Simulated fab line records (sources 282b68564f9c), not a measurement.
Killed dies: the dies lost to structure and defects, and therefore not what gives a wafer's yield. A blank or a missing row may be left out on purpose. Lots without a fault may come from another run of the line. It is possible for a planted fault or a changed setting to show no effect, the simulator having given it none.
Split-lot study | flow rit_cmos | on a route of 202 steps: 5 lots, 23 wafers read

## ABOUT THE SPLIT
At RIT_NRETRO_SOFTBAKE_02 (time 60 s), the setting temp_c was moved away from the recipe's 90 C on 10 of the 23 wafers read, by -3.3% to +2.3%. This setting was run at the recipe's value on the other wafers.

## FROM THE SPLIT TO THE READING: what the file shows between them, 2 steps
- RIT_NRETRO_EXPOSE_03: exposes mask M4, target cd 43900 nm
- RIT_NRETRO_PEB_04

## THE READING
NOVOLAK_of_NRETRO_COAT_01.thk_nm (the simulator's own value, which no gauge read), in nm, at RIT_NRETRO_DEVELOP_05 (develop time 68 s). No usual value for it is given in the file. Here, 13 wafers ran the recipe; their average is 1302 nm with a standard deviation of 3.8 nm.

wafer  | tool, chamber at the split | temp_c as run, C | against the recipe | NOVOLAK_of_NRETRO_COAT_01.thk_nm, nm | against lot-mates on the recipe
L075.1 | litho_track-04, 0          | 90               | recipe             | 1298                                 | -
L075.2 | litho_track-04, 0          | 92.08            | +2.3%              | 1290                                 | -8
L075.3 | litho_track-04, 0          | 90               | recipe             | 1297                                 | -
L075.4 | litho_track-04, 0          | 92.08            | +2.3%              | 1293                                 | -5
L075.6 | litho_track-04, 0          | 90               | recipe             | 1300                                 | -
L076.2 | litho_track-03, 0          | 90               | recipe             | 1303                                 | -
L076.3 | litho_track-03, 0          | 87.49            | -2.8%              | 1316                                 | +12
L076.4 | litho_track-03, 0          | 90               | recipe             | 1305                                 | -
L076.5 | litho_track-03, 0          | 87.49            | -2.8%              | 1314                                 | +10
L076.6 | litho_track-03, 0          | 87.49            | -2.8%              | 1311                                 | +7
L079.2 | litho_track-04, 0          | 86.99            | -3.3%              | 1310                                 | +12
L079.3 | litho_track-04, 0          | 86.99            | -3.3%              | 1309                                 | +12
L079.4 | litho_track-04, 0          | 90               | recipe             | 1297                                 | -
L079.5 | litho_track-04, 0          | 90               | recipe             | 1298                                 | -
L079.6 | litho_track-04, 0          | 86.99            | -3.3%              | 1311                                 | +14
L080.2 | litho_track-04, 0          | 91.96            | +2.2%              | 1298                                 | -7
L080.3 | litho_track-04, 0          | 90               | recipe             | 1303                                 | -
L080.4 | litho_track-04, 0          | 90               | recipe             | 1303                                 | -
L080.5 | litho_track-04, 0          | 90               | recipe             | 1309                                 | -
L080.6 | litho_track-04, 0          | 91.96            | +2.2%              | 1300                                 | -5
L085.2 | litho_track-04, 0          | 90               | recipe             | 1305                                 | -
L085.3 | litho_track-04, 0          | 90               | recipe             | 1300                                 | -
L085.4 | litho_track-04, 0          | 90               | recipe             | 1307                                 | -

THE FIT
A straight line over all 23 wafers: NOVOLAK_of_NRETRO_COAT_01.thk_nm changes by -3.1 nm for each +1% of temp_c; r = -0.84; the points scatter about the line by 3.8 nm.
The same after taking each lot's own level away (the mean of its wafers on the recipe; 23 wafers): -3.38 nm for each +1%; r = -0.95; scatter 2 nm.
According to that fit, moving temp_c by its largest amount changes the reading by 11 nm.
The lots' own levels span 1297.5 to 1305.0 nm, that is 2.0 times the standard deviation above.
So the lot-to-lot level changes the slope little: the two slopes agree.
Check: with one of the wafers moved furthest among these (-3.3%) left out of the fit, the line predicts +11.5 nm for it against its lot-mates. It came out at +12.5 nm against them.

## OTHER SPLITS APPLIED TO THESE WAFERS
Before the reading, these wafers also passed through other splits. Each is held against what the fit with the lots' levels taken away leaves over:
other split on the same wafers   | wafers away from the commonest value | r with NOVOLAK_of_NRETRO_COAT_01.thk_nm (lot level and that fit taken away)
RIT_ACTIVE_COAT_06 resist_thk_nm | 11                                   | +0.20
RIT_ACTIVE_ETCH_13 rf_w          | 4                                    | -0.11
RIT_NWELL_COAT_01 resist_thk_nm  | 10                                   | -0.04

## THE FILE'S OWN FIT
NOVOLAK_of_NRETRO_COAT_01.thk_nm changes by -3.37 nm for each +1% of temp_c, r = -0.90.
